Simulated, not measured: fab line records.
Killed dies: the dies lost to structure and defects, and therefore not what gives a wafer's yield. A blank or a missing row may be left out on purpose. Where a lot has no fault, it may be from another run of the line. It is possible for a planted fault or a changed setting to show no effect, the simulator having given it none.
Which tool was responsible? / flow berkeley cmos170 / 7 lots with 21 wafers sampled at 2 steps, on a route of 331 steps

== WHAT THE GAUGES SHOWED, per wafer ==
UCB170_WELLDRIVE_THK_MEAS_02.
lot=L581; measured=day 4 07:13; on=film metro-03; WELLDRIVE_OXIDE_THK (nm)=206 204 205
lot=L587; measured=day 5 07:21; on=film metro-04; WELLDRIVE_OXIDE_THK (nm)=205 201 199
lot=L589; measured=day 5 17:52; on=film metro-02; WELLDRIVE_OXIDE_THK (nm)=205 200 202
lot=L591; measured=day 6 10:50; on=film metro-02; WELLDRIVE_OXIDE_THK (nm)=208 206 206
lot=L593; measured=day 6 10:50; on=film metro-03; WELLDRIVE_OXIDE_THK (nm)=201 203 200
lot=L599; measured=day 7 23:50; on=film metro-04; WELLDRIVE_OXIDE_THK (nm)=200 197 196
lot=L603; measured=day 8 16:38; on=film metro-03; WELLDRIVE_OXIDE_THK (nm)=199 200 198

== WHICH TOOL RAN EACH LOT (tool, then ch and the chambers of the sampled wafers, then the start) ==
lot=L581; UCB170_NWELL_STRIP_15=plasma asher-04 ch 0,1, day 2 22:13
lot=L587; UCB170_NWELL_STRIP_15=plasma asher-01 ch 0,1, day 4 00:14
lot=L589; UCB170_NWELL_STRIP_15=plasma asher-04 ch 0,1, day 4 11:43
lot=L591; UCB170_NWELL_STRIP_15=plasma asher-01 ch 1, day 5 00:04
lot=L593; UCB170_NWELL_STRIP_15=plasma asher-04 ch 0,1, day 5 00:22
lot=L599; UCB170_NWELL_STRIP_15=plasma asher-02 ch 0,1, day 6 13:47
lot=L603; UCB170_NWELL_STRIP_15=plasma asher-02 ch 0,1, day 7 09:23
- UCB170_NWELL_STRIP_15: strips in O2.

== THE ANSWER, worked out from the rows above alone ==
Rule: the lots themselves supply what counts as usual. Put in order of their means at a reading, lots are off if they are a third of the lots or fewer, leave a main group of 4 or more, and stand apart from it by a gap of 3 or more times the standard deviation of the main group's means; of several such gaps the widest counts. A main group is skipped when, at the precision printed for the reading in the tables above, its means are all equal. A lot without any number at a reading at which 4 lots or more have one is off too. All remaining lots with rows at the step are treated as sound.
Across all readings shown, no lot is off: no conclusion can be drawn from this.

== WHAT THE SIMULATOR HAD PUT IN ==
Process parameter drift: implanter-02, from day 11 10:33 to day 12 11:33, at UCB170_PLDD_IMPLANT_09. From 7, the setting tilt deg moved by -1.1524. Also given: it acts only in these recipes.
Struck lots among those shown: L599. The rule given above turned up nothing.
